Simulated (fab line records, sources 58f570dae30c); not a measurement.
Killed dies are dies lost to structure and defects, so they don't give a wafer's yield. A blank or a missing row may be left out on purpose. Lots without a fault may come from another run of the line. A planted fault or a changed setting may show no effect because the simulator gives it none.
Which tool did it? | flow berkeley_cmos170 | 14 lots, 42 wafers sampled, at 4 steps of a route of 331

WHAT THE GAUGES READ, wafer by wafer
UCB170_M2_CD_MEAS_15: target cd 700 nm. Usual: cd_nm 700.1 nm, standard deviation 1.4.
lot  | measured     | on        | cd_nm (nm)        | flag
L588 | day 9 20:55  | cd_sem-01 | 698.2 699.5 699.5 |
L592 | day 10 19:07 | cd_sem-02 | 701.6 699.6 698.8 |
L594 | day 10 22:22 | cd_sem-01 | 701.3 701.7 701.2 |
L591 | day 10 19:52 | cd_sem-01 | 699.9 698.5 698.1 |
L593 | day 11 05:03 | cd_sem-01 | 698.6 699.5 700.6 |
L596 | day 11 14:02 | cd_sem-01 | 697.8 698.1 700.0 |
L595 | day 11 13:59 | cd_sem-02 | 701.1 700.3 700.4 |
L600 | day 12 06:54 | cd_sem-01 | 701.6 701.2 701.9 |
L597 | day 11 23:49 | cd_sem-02 | 699.6 699.1 700.0 |
L599 | day 12 07:37 | cd_sem-01 | 699.8 700.0 702.9 |
L598 | day 11 22:24 | cd_sem-01 | 699.8 699.3 700.0 |
L603 | day 12 11:42 | cd_sem-01 | 701.1 701.9 702.0 |
L602 | day 12 14:31 | cd_sem-02 | 699.0 697.5 699.9 |
L606 | day 13 10:34 | cd_sem-02 | 701.3 700.8 701.8 |

UCB170_M3_CD_MEAS_15: target cd 700 nm. Usual: cd_nm 700.4 nm, standard deviation 1.7.
lot  | measured     | on        | cd_nm (nm)        | flag
L588 | day 10 03:13 | cd_sem-02 | 701.2 700.1 699.5 |
L592 | day 11 01:19 | cd_sem-01 | 700.8 702.3 700.5 |
L594 | day 11 06:35 | cd_sem-01 | 701.4 700.6 702.3 |
L591 | day 11 02:20 | cd_sem-01 | 700.5 701.1 701.2 |
L593 | day 11 11:54 | cd_sem-02 | 697.5 698.0 698.6 |
L596 | day 11 19:43 | cd_sem-01 | 699.1 699.7 700.6 |
L595 | day 11 19:29 | cd_sem-01 | 700.3 698.0 699.8 |
L600 | day 12 12:32 | cd_sem-01 | 703.7 702.7 702.0 |
L597 | day 12 08:10 | cd_sem-02 | 698.0 700.0 698.9 |
L599 | day 12 13:26 | cd_sem-01 | 702.0 703.0 702.9 |
L598 | day 12 06:31 | cd_sem-02 | 699.6 699.4 700.9 |
L603 | day 12 18:34 | cd_sem-01 | 700.3 700.9 701.3 |
L602 | day 12 22:29 | cd_sem-01 | 696.2 697.3 695.9 |
L606 | day 13 18:56 | cd_sem-01 | 698.9 699.3 699.7 |

UCB170_M3_CD_MEAS_90: target cd 700 nm. Usual: cd_nm 698 nm, standard deviation 3.3.
lot  | measured     | on        | cd_nm (nm)  | flag
L588 | day 10 03:42 | cd_sem-02 | 703 696 701 |
L592 | day 11 01:47 | cd_sem-01 | 696 705 696 |
L594 | day 11 07:04 | cd_sem-02 | 696 697 698 |
L591 | day 11 02:49 | cd_sem-01 | 702 699 701 |
L593 | day 11 12:23 | cd_sem-01 | 695 693 697 |
L596 | day 11 20:12 | cd_sem-01 | 693 693 695 |
L595 | day 11 19:59 | cd_sem-02 | 697 695 700 |
L600 | day 12 13:01 | cd_sem-01 | 700 694 698 |
L597 | day 12 08:39 | cd_sem-01 | 692 701 696 |
L599 | day 12 13:55 | cd_sem-02 | 693 702 694 |
L598 | day 12 07:01 | cd_sem-01 | 699 701 701 |
L603 | day 12 19:04 | cd_sem-01 | 701 694 699 |
L602 | day 12 22:58 | cd_sem-01 | 696 695 693 |
L606 | day 13 19:27 | cd_sem-02 | 700 700 698 |

WHICH TOOL RAN EACH LOT (tool, then ch and the chambers of the sampled wafers, then the start)
lot  | UCB170_ACTIVE_DEVELOP_12
L588 | litho_track-01 ch 0, day 6 03:00
L592 | litho_track-01 ch 0, day 7 00:00
L594 | litho_track-04 ch 0, day 7 00:00
L591 | litho_track-04 ch 0, day 7 01:00
L593 | litho_track-02 ch 0, day 7 01:00
L596 | litho_track-01 ch 0, day 7 14:00
L595 | litho_track-01 ch 0, day 7 14:00
L600 | litho_track-01 ch 0, day 8 01:00
L597 | litho_track-04 ch 0, day 8 01:00
L599 | litho_track-04 ch 0, day 8 02:00
L598 | litho_track-02 ch 0, day 8 02:00
L603 | litho_track-01 ch 0, day 8 12:00
L602 | litho_track-04 ch 0, day 8 13:00
L606 | litho_track-01 ch 0, day 9 16:00
- UCB170_ACTIVE_DEVELOP_12: develop time 45 s.

WHAT THE TOOLS THEMSELVES READ (means of the sampled wafers that have a number; where no wafer has one, the mark that the record gives instead)
UCB170_ACTIVE_DEVELOP_12. Usual: developer_temp_C 21.02 C, standard deviation 0.096.
lot  | tool           | developer_temp_C (C) | flag
L588 | litho_track-01 | 20.91                |
L592 | litho_track-01 | 20.96                |
L594 | litho_track-04 | 21.01                |
L591 | litho_track-04 | 20.98                |
L593 | litho_track-02 | 21.12                |
L596 | litho_track-01 | 20.95                |
L595 | litho_track-01 | 21.05                |
L600 | litho_track-01 | 21.04                |
L597 | litho_track-04 | 21.12                |
L599 | litho_track-04 | 23.13                | OFF
L598 | litho_track-02 | 20.96                |
L603 | litho_track-01 | 20.92                |
L602 | litho_track-04 | 23.13                | OFF
L606 | litho_track-01 | 21.07                |

THE ANSWER, worked out from the rows above alone
Rule: a lot is off if the mean of its wafers that have a number lies more than 3 standard deviations from the usual mean. A lot without any number at a reading at which 4 lots or more have one is off too. The other lots that the step has rows for count as sound. The gauges are gone through in route order, then the tools' own readings, and for those a lot's mean is taken as printed above. The first step at which some lot is off is used, and at that step the reading that is off furthest; a lot without a number counts as furthest.
Off: L599, L602, at UCB170_ACTIVE_DEVELOP_12 (developer_temp_C).
A tool fits if, at that step or a process step before it, it ran every lot that is off, and no sound lot after the first of them. One fits: litho_track-04 at UCB170_ACTIVE_DEVELOP_12. Its last sound lot is L597 (day 8 01:00), its first lot that is off L599 (day 8 02:00): a fault that began between those two fits.
The tool's own readings at UCB170_ACTIVE_DEVELOP_12 bear it out: on the lots that are off they differ by more than 5 times the standard deviation of the sound lots' means. developer_temp_C reads 23.13 C there against 21.01 C on the sound lots.

WHAT THE SIMULATOR HAD PUT IN
Process parameter drift: litho_track-04, from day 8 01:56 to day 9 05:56, at UCB170_ACTIVE_DEVELOP_12. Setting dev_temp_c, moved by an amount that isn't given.
Lots struck among those shown: L599, L602. The rule above found the same.
